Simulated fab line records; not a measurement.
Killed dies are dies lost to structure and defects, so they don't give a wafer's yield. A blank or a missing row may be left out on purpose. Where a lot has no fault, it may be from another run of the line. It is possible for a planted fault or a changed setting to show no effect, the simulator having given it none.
2 desks, one fault    flow rit cmos    every desk sees just its own numbers, and what lay behind them comes last

TOOL OWNER'S DESK, litho track-02
Per lot that ran on this tool, the mean of the sampled wafers carrying a number, from the tool's own readings at RIT_ACTIVE_SOFTBAKE_07 (time 60 s). Any lot whose mean is over 4 standard deviations away from the usual mean is out of limits and marked OUT; that distance is given in the brackets.
Columns: A = heater power total W at RIT_ACTIVE_SOFTBAKE_07, usual 34.56 W; B = plate temp C at RIT_ACTIVE_SOFTBAKE_07, usual 90.00 C; C = resist line temp C at RIT_ACTIVE_SOFTBAKE_07, usual 23.00 C
lot   first seen here  A                B                C
L330  day 2 20:35      34.51            89.84            22.99
L335  day 3 22:06      39.48 (+89) OUT  99.09 (+76) OUT  22.99
L336  day 4 07:07      39.47 (+89) OUT  99.03 (+75) OUT  23.01
Finding of this desk: L335, L336 out of limits; the first was L335 at day 3 22:06, on heater power total W at RIT_ACTIVE_SOFTBAKE_07. Within limits: L330.

FROM THE METROLOGY DESK
Means of the sampled wafers that have a number, per lot and without regard to the tool the lot ran on: this is what the gauges read. Any lot whose mean is over 4 standard deviations away from the usual mean is out of limits and marked OUT; that distance is given in the brackets.
Columns: A = INCOMING_BOW at RIT_ACTIVE_BOW_MEAS_00, usual 0 um; B = ACTIVE_OXIDE_THK at RIT_ACTIVE_THK_MEAS_02, usual 46.6 nm; C = ACTIVE_NITRIDE_THK at RIT_ACTIVE_THK_MEAS_04, usual 150.4 nm; D = cd nm at RIT_ACTIVE_CD_MEAS_11, usual 1400.2 nm
lot   first seen here  A   B     C      D
L327  day 2 01:01      -4  45.6  151.6  1399.2
L330  day 2 16:00      1   46.3  150.8  1402.5
L335  day 3 17:00      5   46.4  150.9  1394.8
L336  day 3 22:01      4   46.6  150.7  1398.6
L345  day 5 19:01      0   45.8  150.3  1402.1
L346  day 6 00:00      1   49.0  150.3  1393.9
This desk found nothing out of limits on any of the 6 lots.

ALL TOGETHER
The tool owner's desk had the chance to raise an alarm at day 3 22:06 on L335, L336.
Metrology desk: nothing out of limits seen.
The metrology desk has L335, L336 on record, within its limits.
On litho track-02, each named lot ran RIT_ACTIVE_SOFTBAKE_07.

WHAT WAS PUT IN BY THE SIMULATOR
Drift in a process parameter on litho track-02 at RIT_ACTIVE_SOFTBAKE_07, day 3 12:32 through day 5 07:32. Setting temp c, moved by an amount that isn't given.
Shown lots that were struck: L335, L336.
Delay in hours, fault start to first out-of-limits reading, by desk: the tool owner's desk at 10.
